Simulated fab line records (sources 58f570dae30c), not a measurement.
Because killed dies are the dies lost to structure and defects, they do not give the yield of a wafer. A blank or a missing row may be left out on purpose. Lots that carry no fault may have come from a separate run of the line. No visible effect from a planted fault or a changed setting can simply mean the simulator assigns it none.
A struck lot beside a sound one    flow berkeley_cmos170    14 steps out of a route of 331
Sound: these wafers, L997.3, L997.5, L997.6. The struck wafers were L100.1, L100.4, L100.5. At the end, the cause is stated.
Order at every step that has rows: each side's tool, ch and its chambers, its first start. Under that, the readings that differ: sound wafers    struck wafers    difference of the means    sigmas: that difference in standard deviations of wafers without a fault.
alike: readings whose means differ by less than 2 such deviations, and words and numbers that are the same on both sides. not compared: withheld readings, readings that some wafer has no value for, bounds like >300 that may hide the same value, and numbers for which the record gives no deviation and whose values overlap.
A row with sigmas, a row that says differs or no value, or rows on one side alone: a step with any of these is where the two part. Non-overlapping numbers with no deviation appear without sigmas and do not part them. A reading that every wafer of one side lacks parts them only if that side has two wafers or more.

UCB170_PFIELD_TW_MEAS_09:
  sound: film_metro-04 at day 5 06:53; struck: film_metro-04 at day 5 16:52
  alike: PFIELD_TW
then, 2 steps without rows for these wafers: UCB170_FIELD_CLEAN_00 (cleans in dHF, time 7.5 s); UCB170_FIELD_OXIDATION_01 (target thk 558.3 nm, ox time 7200 s).
UCB170_FIELD_THK_MEAS_02:
  sound: film_metro-01 at day 5 12:31; struck: film_metro-02 at day 5 21:31
  alike: FIELD_OXIDE_THK
then, 4 steps without rows for these wafers: UCB170_FIELD_ANNEAL_03 (time 1200 s); UCB170_FIELD_WET_ETCH_04 (etches SiO2 in dHF, time 60 s); UCB170_FIELD_WET_ETCH_05 (etches Si3N4 in H3PO4, time 12600 s); UCB170_FIELD_WET_ETCH_06 (etches SiO2 in BOE, time 22 s).
UCB170_FIELD_THK_MEAS_90:
  sound: film_metro-04 at day 5 18:42; struck: film_metro-04 at day 6 04:41
  alike: FIELD_OXIDE_LEFT_1_THK
then, 2 steps without rows for these wafers: UCB170_SACOX_CLEAN_00 (cleans in dHF, time 7.5 s); UCB170_SACOX_OXIDATION_01 (target thk 14.4 nm, ox time 2400 s).
UCB170_SACOX_THK_MEAS_02:
  sound: film_metro-02 at day 5 22:04; struck: film_metro-01 at day 6 06:26
  alike: SACOX_OXIDE_THK
UCB170_SCREENOX_WET_ETCH_00: etches SiO2 in dHF, time 200 s.
  sound on wet_bench-03 ch 2, day 5 22:07; struck on wet_bench-03 ch 1, day 6 06:30
  no value came back on the struck wafers for bath_heat_duty_pct (%), run_length_s (s); on the sound wafers bath_heat_duty_pct (%) reads 6.8 5.5 5.6
reading                                       sound  struck             difference  sigmas
model.SiO2_of_SACOX_OXIDATION_01.thk_nm (nm)  0 0 0  14.81 14.68 14.54  +14.68      
then, 1 step without rows for these wafers: UCB170_SCREENOX_OXIDATION_01 (target thk 14.4 nm, ox time 2400 s).

== WHERE THEY PART ==
Only at UCB170_SCREENOX_WET_ETCH_00, within this record.

WHY: what had been put in by the simulator
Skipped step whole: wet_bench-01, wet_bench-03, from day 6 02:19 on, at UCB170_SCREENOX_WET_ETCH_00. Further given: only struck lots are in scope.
